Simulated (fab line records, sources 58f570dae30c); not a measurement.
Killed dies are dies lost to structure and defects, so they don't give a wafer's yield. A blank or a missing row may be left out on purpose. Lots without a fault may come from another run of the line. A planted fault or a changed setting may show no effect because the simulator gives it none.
One fault seen from 2 desks | flow berkeley_cmos170 | each desk has only its own numbers; what lay behind them comes last

THE TOOL OWNER'S DESK: pvd_sputter-02
The tool's own readings at UCB170_M3_SPUTTER_01 (material Al, target thk 900 nm, time 120 s): means of the sampled wafers that have a number, for each lot that ran on this tool. A lot is out of limits, marked OUT, if its mean lies more than 4 standard deviations from the usual mean; the brackets give that distance.
Columns: A = chamber_pressure_pa at UCB170_M3_SPUTTER_01, usual 0.5000 Pa; B = throttle_valve_pct at UCB170_M3_SPUTTER_01, usual 29.6 %
lot  | first seen here | A                | B
L244 | day 9 16:41     | 0.5000           | 29.0
L250 | day 11 03:52    | 0.4708 (-27) OUT | 30.3
L255 | day 11 16:07    | 0.4699 (-27) OUT | 29.8
This desk's finding: out of limits on L250, L255; first on L250, day 11 03:52 (chamber_pressure_pa at UCB170_M3_SPUTTER_01). In limits: L244.

THE METROLOGY DESK
What the gauges read, lot by lot, whatever tool the lot ran on: means of the sampled wafers that have a number. A lot is out of limits, marked OUT, if its mean lies more than 4 standard deviations from the usual mean; the brackets give that distance.
Columns: A = M2_AL_RS at UCB170_M2_RS_MEAS_02, usual 0.0321 ohm/sq; B = V2_BOW at UCB170_V2_BOW_MEAS_03, usual 37 um; C = M3_AL_RS at UCB170_M3_RS_MEAS_02, usual 0.0322 ohm/sq; D = M3_AL_THK at UCB170_M3_THK_MEAS_03, usual 901 nm
lot  | first seen here | A      | B  | C      | D
L239 | day 8 08:43     | 0.0323 | 40 | 0.0322 | 901
L241 | day 8 20:36     | 0.0323 | 37 | 0.0325 | 895
L240 | day 8 20:52     | 0.0325 | 36 | 0.0324 | 891
L243 | day 8 21:08     | 0.0320 | 41 | 0.0326 | 897
L242 | day 8 21:29     | 0.0329 | 40 | 0.0320 | 907
L245 | day 9 09:08     | 0.0318 | 30 | 0.0326 | 885
L244 | day 9 10:26     | 0.0322 | 37 | 0.0322 | 904
L250 | day 10 21:49    | 0.0322 | 42 | 0.0319 | 905
L255 | day 11 09:38    | 0.0322 | 40 | 0.0317 | 905
L256 | day 11 18:38    | 0.0325 | 35 | 0.0320 | 901
L258 | day 12 02:30    | 0.0319 | 35 | 0.0318 | 915
L259 | day 12 03:38    | 0.0323 | 38 | 0.0325 | 886
L261 | day 12 23:18    | 0.0324 | 40 | 0.0324 | 900
This desk's finding: nothing out of limits on any of the 13 lots.

PUT TOGETHER
The tool owner's desk could have raised an alarm at day 11 03:52, on L250, L255.
The metrology desk saw nothing out of limits.
The metrology desk has L250, L255 on record, within its limits.
Of the lots named, all ran UCB170_M3_SPUTTER_01 on pvd_sputter-02.

WHAT THE SIMULATOR HAD PUT IN
Process parameter drift: pvd_sputter-02, from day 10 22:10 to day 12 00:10, at UCB170_M3_SPUTTER_01. Setting chamber_pressure_pa, moved by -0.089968, from 0.5. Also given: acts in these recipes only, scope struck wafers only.
Lots struck among those shown: L250, L255.
Hours from the fault's start to each desk's first reading out of limits: the tool owner's desk, 6.
